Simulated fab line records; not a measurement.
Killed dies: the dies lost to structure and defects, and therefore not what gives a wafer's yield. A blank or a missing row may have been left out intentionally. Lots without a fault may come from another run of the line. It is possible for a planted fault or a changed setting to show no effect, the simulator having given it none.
fab line records | flow rit-cmos
record: lots: 5 wafers: 15 last-day: 7
route steps=202 shown GATE@83 M1@202
lots that met no fault: taken from a fault-free run of the same line
start-h: hours from the record's opening day to when the first of the lot's shown wafers began | wait-h: hours elapsed since this lot's preceding step | " same as the row above | L1.1+2: a row that stands for several wafers | - no value present, or no start provided | * or withheld: withheld | < > ~ a bound
route shown NAME@n: NAME is a module with steps in the file, n the number in the route of the first one | usual: mean and standard deviation over wafers with no fault | same: alike in all rows | chamber/n: place in a boat | sites: the reading at each site | _std_site: standard deviation of those values | _edge_site: inner sites' mean taken away from outer sites' mean | radius-mm: for every site, how far away it sits from the centre of the wafer | mask NAME#n: copy n | behind: tool/chamber where the wafer was last shaped | hold: the reason the lot was held/the length of the hold in hours/how it ended | device: which transistor (n, p or np) failed to switch | end of line: the tests these same wafers got at the end of their route | for a step that has no rows: nothing shown but its recipe | killed: count of dies lost to structure and defects at first sort (not the wafer's yield) | map: shows each die of a wafer: x if killed, . if not, _ if none is there
set.NAME: the setting the step ran with; set.NAME@STEP: the setting that earlier step ran with | model.NAME: the simulator's own value behind a step, which no gauge read
certain route steps with their lots: each step a table, each wafer a row
services: when a tool's chamber went out of use (start-h, in hours from the record's first day, below 0 if earlier), for how many hours, and the reason
== steps ==
step: RIT_GATE_THK_MEAS_07
recipe: reads: SiO2_of_GATE_OXIDATION_05
usual: GATE_OXIDE_THK: 3.01/0.09
columns lot.wafer tool chamber start-h wait-h GATE_OXIDE_THK[nm]
L423.1 film-metro-01 - 37.83 0.0 2.90
L423.2 " - " " 2.80
L423.4 " - " " 2.81
L431.3 film-metro-01 - 74.38 0.0 2.86
L431.4 " - " " 2.92
L431.6 " - " " 2.88
L435.1 film-metro-02 - 94.71 0.0 2.98
L435.3 " - " " 3.03
L435.4 " - " " 2.93
L444.1 film-metro-03 - 141.38 0.0 2.94
L444.2 " - " " 3.00
L444.5 " - " " 2.98
L446.3 film-metro-03 - 149.47 0.0 3.06
L446.4 " - " " 3.18
L446.5 " - " " 3.09
step: RIT_GATE_CVD_08
recipe: material: poly-Si target-thk-nm: 250 temp-c: 610 precursor: SiH4 time-s: 2220 pressure-mtorr: 300 sih4-flow-sccm: 100
step: RIT_GATE_THK_MEAS_09
recipe: reads: poly-Si_of_GATE_CVD_08
usual: GATE_POLY_THK: 249/3.1
columns lot.wafer tool chamber start-h wait-h GATE_POLY_THK[nm]
L423.1 film-metro-01 - 40.32 0.0 244
L423.2 " - " " 245
L423.4 " - " " 246
L431.3 film-metro-03 - 76.05 0.0 250
L431.4 " - " " 250
L431.6 " - " " 249
L435.1 film-metro-02 - 96.39 0.0 251
L435.3 " - " " 251
L435.4 " - " " 251
L444.1 film-metro-01 - 143.06 0.0 248
L444.2 " - " " 247
L444.5 " - " " 247
L446.3 film-metro-02 - 151.15 0.0 251
L446.4 " - " " 249
L446.5 " - " " 250
step: RIT_GATE_HMDS_10
recipe: prime-time-s: 60 prime-temp-c: 140
step: RIT_GATE_COAT_11
recipe: resist: NOVOLAK spin-rpm: 4250 resist-thk-nm: 850
step: RIT_GATE_SOFTBAKE_12
recipe: resist: NOVOLAK temp-c: 90 time-s: 60
step: RIT_GATE_EXPOSE_13
recipe: mask-id: M6 na: 0.6 source-shape: conventional sigma-outer: 0.6 target-cd-nm: 150 dose-mj: 380
step: RIT_GATE_PEB_14
recipe: resist: NOVOLAK temp-c: withheld time-s: withheld
step: RIT_GATE_DEVELOP_15
recipe: resist: NOVOLAK develop-time-s: 48.59 dev-temp-c: 23
step: RIT_GATE_CD_MEAS_16
recipe: target-cd-nm: 150
usual: cd-nm: 150.0/2.5
columns lot.wafer tool chamber start-h wait-h cd-nm
L423.1 cd-sem-01 - 41.47 - 151.6
L423.2 " - " " 149.7
L423.4 " - " " 152.1
L431.3 cd-sem-02 - 77.11 - 148.2
L431.4 " - " " 148.9
L431.6 " - " " 148.5
L435.1 cd-sem-01 - 97.42 - 150.5
L435.3 " - " " 150.4
L435.4 " - " " 147.7
L444.1 cd-sem-02 - 143.96 - 151.8
L444.2 " - " " 149.1
L444.5 " - " " 150.7
L446.3 cd-sem-02 - 152.08 - 147.5
L446.4 " - " " 148.1
L446.5 " - " " 147.8
step: RIT_GATE_OVL_MEAS_17
usual: GATE_OVL: -0.7/1.3
columns lot.wafer tool chamber start-h wait-h GATE_OVL[nm]
L423.1 overlay-01 - 41.59 0.1 -0.3
L423.2 " - " " 0.9
L423.4 " - " " 1.4
L431.3 overlay-02 - 77.20 0.1 -2.7
L431.4 " - " " -0.8
L431.6 " - " " -1.1
L435.1 overlay-02 - 97.54 0.1 -3.1
L435.3 " - " " -0.8
L435.4 " - " " -2.1
L444.1 overlay-01 - 144.08 0.1 -0.8
L444.2 " - " " -0.5
L444.5 " - " " -1.2
L446.3 overlay-01 - 152.17 0.1 -0.6
L446.4 " - " " -0.2
L446.5 " - " " -2.1
step: RIT_GATE_HARDBAKE_18
recipe: resist: NOVOLAK temp-c: 140 time-s: 60
step: RIT_GATE_ETCH_19
recipe: chemistry: SF6/CHF3/O2 time-s: 165 SF6_flow_sccm: 30 CHF3_flow_sccm: 30 O2_flow_sccm: 5 target: poly-Si pressure-mtorr: 40 rf-w: 160 target-depth-a: 3125 over-etch-frac: 0.2745 stop-on: SiO2
usual: drypump-motor-current-A: 5.7/0.53 oes-product-au: 0.840/0.014 rf-fwd-power-W: 159.2/0.55 run-length-s: 193.2/0.33 throttle-valve-pct: 10.28/0.051
columns lot.wafer tool chamber start-h wait-h drypump-motor-current-A oes-product-au rf-fwd-power-W rf-hours-counter-h run-length-s throttle-valve-pct model.NOVOLAK_of_GATE_COAT_11.thk-nm
L423.1 rie-si-01 3 41.77 0.1 6.6 0.832 159.6 123 193.7 10.28 671.9
L423.2 " 0 " " 5.4 0.818 158.9 38 193.3 10.24 670.8
L423.4 " 3 " " 6.7 0.832 160.1 - 193.8 10.28 668.2
L431.3 rie-si-01 1 77.38 0.1 5.2 0.846 159.0 1 193.1 10.26 666.2
L431.4 " 2 " " 5.8 0.829 159.1 148 193.7 10.23 671.7
L431.6 " 3 " " 6.6 0.839 159.2 - 194.2 10.29 670.1
L435.1 rie-si-01 2 97.73 0.1 5.8 0.833 158.9 148 193.2 10.24 669.7
L435.3 " 3 " " 6.7 0.754 158.7 124 222.6 10.28 653
L435.4 " 0 " " 5.4 0.823 159.9 39 193.0 10.23 669.8
L444.1 rie-si-02 0 144.27 0.1 5.1 0.833 159.2 0 193.4 10.35 665.4
L444.2 " 3 " " 6.3 0.851 159.5 2 192.9 10.26 668.3
L444.5 " 0 " " 5.1 0.816 158.8 - 192.9 10.34 664.1
L446.3 rie-si-02 0 152.34 0.1 5.1 0.825 159.5 0 193.0 10.34 667.2
L446.4 " 2 " " 5.7 0.838 159.7 109 193.0 10.38 672.9
L446.5 " 1 " " 5.2 0.834 159.1 - 193.5 10.25 669.5
step: RIT_GATE_STRIP_20
recipe: chemistry: O2 time-s: 180 resist: NOVOLAK platen-temp-c: withheld power-w: 500 pressure-mtorr: 4000 o2-flow-sccm: 4000
usual: drypump-motor-current-A: 6.0/0.6
columns lot.wafer tool chamber start-h wait-h drypump-motor-current-A rf-hours-counter-h
L423.1 plasma-asher-02 0 41.88 0.1 6.6 40
L423.2 " 1 " " 5.9 40
L423.4 " 1 " " 5.9 -
L431.3 plasma-asher-01 0 77.54 0.1 6.6 -
L431.4 " 1 " " 5.9 -
L431.6 " 1 " " 5.9 -
L435.1 plasma-asher-02 0 97.84 0.1 6.7 47
L435.3 " 1 " " 5.9 -
L435.4 " 0 " " 6.6 -
L444.1 plasma-asher-03 0 144.38 0.1 4.8 48
L444.2 " 1 " " 6.3 48
L444.5 " 0 " " 4.8 -
L446.3 plasma-asher-02 0 152.51 0.1 6.6 -
L446.4 " 1 " " 5.9 -
L446.5 " 0 " " 6.6 -
step: RIT_M1_PROBE_99
usual: killed-at-contacts: 0.2/0.38 killed-at-front-end: 6.7/3 killed-dies: 6.9/3 killed-open: 3.5/1.9 killed-short: 3.3/2
same: gross-dies: 264 killed_at_M0_to_M3: 0 killed_at_M4_up: 0 killed-at-back-side: 0 killed-at-other: 0
columns lot.wafer tool chamber start-h wait-h killed-at-contacts killed-at-front-end killed-dies killed-open killed-short
L423.1 prober-02 - 64.08 0.1 0 5 5 2 3
L423.2 prober-02 - 64.13 0.1 0 2 2 1 1
L423.4 prober-02 - 64.23 0.2 0 7 7 4 3
L435.1 prober-01 - 118.17 0.1 0 10 10 7 3
L435.3 prober-01 - 118.27 0.2 1 9 10 7 3
L435.4 prober-01 - 118.32 0.2 0 10 10 3 7
killed by level:class
L423.1 REOX:geometric-particle:short=2 FOX2:geometric-particle:open=1 REOX:geometric-particle:open=1 SPACER:geometric-particle:short=1
L423.2 GATE:geometric-particle:open=1 GATE:geometric-particle:short=1
L423.4 GATE:geometric-particle:short=2 FOX1:geometric-particle:open=1 FOX1:geometric-particle:short=1 GATE:geometric-particle:open=1 SPACER:geometric-particle:open=1 SILICIDE:geometric-particle:open=1
L435.1 REOX:geometric-particle:open=2 SPACER:geometric-particle:open=2 SILICIDE:geometric-particle:open=2 FOX1:geometric-particle:short=1 GATE:geometric-particle:open=1 REOX:geometric-particle:short=1 SILICIDE:geometric-particle:short=1
L435.3 REOX:geometric-particle:open=2 SPACER:geometric-particle:open=2 GATE:geometric-particle:short=1 GATE:geometric-particle:open=1 REOX:geometric-particle:short=1 SILICIDE:geometric-particle:open=1 SILICIDE:geometric-particle:short=1 CONTACT:geometric-particle:open=1
L435.4 GATE:geometric-particle:short=5 GATE:geometric-particle:open=2 ACTIVE:geometric-particle:short=1 FOX1:geometric-particle:short=1 SPACER:geometric-particle:open=1
== services ==
columns tool chamber start-h hours kind
rie-si-01 1 19.97 4.9 repair
rie-si-02 2 20.21 11.9 repair
rie-si-01 2 36.74 8.8 repair
rie-si-02 0 107.17 - clean
rie-si-02 0 107.17 17.7 scheduled-down
rie-si-02 0 107.17 17.7 vent-cycle
plasma-asher-01 - 108.75 9.0 pm
plasma-asher-01 0 108.75 9.0 vent-cycle
plasma-asher-01 1 108.75 9.0 vent-cycle
plasma-asher-01 0 117.75 - clean
plasma-asher-01 1 117.75 - clean
rie-si-01 2 118.63 - clean
rie-si-01 2 118.63 15.0 scheduled-down
rie-si-01 2 118.63 15.0 vent-cycle
== key ==
first-sign: step: RIT_GATE_ETCH_19 reading: run-length-s direction: up sigmas: 89 usual: * struck: *
effect: step: RIT_GATE_ETCH_19 reading: oes-product-au direction: down sigmas: 6 usual: 0.840 struck: 0.754
model-effect: step: RIT_GATE_ETCH_19 value: NOVOLAK_of_GATE_COAT_11.thk-nm without: 667.4 struck: 653
met-at RIT_GATE_ETCH_19
struck-wafers L435.3
tester-left-out L435
onset-between 77.38 97.73
fault: kind: process-parameter-drift tool: rie-si-01 chamber: 3 onset-h: 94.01 steps: RIT_GATE_ETCH_19 channel: time-s offset: * shape: step end-h: 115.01 stated: *
tester-left-out: of these lots the tester's yield and bins aren't shown, on N5 and GAA mostly nor the transistor test; their killed dies are dies lost to structure and defects alone, not to doping, threshold or leakage, so they don't give the yield
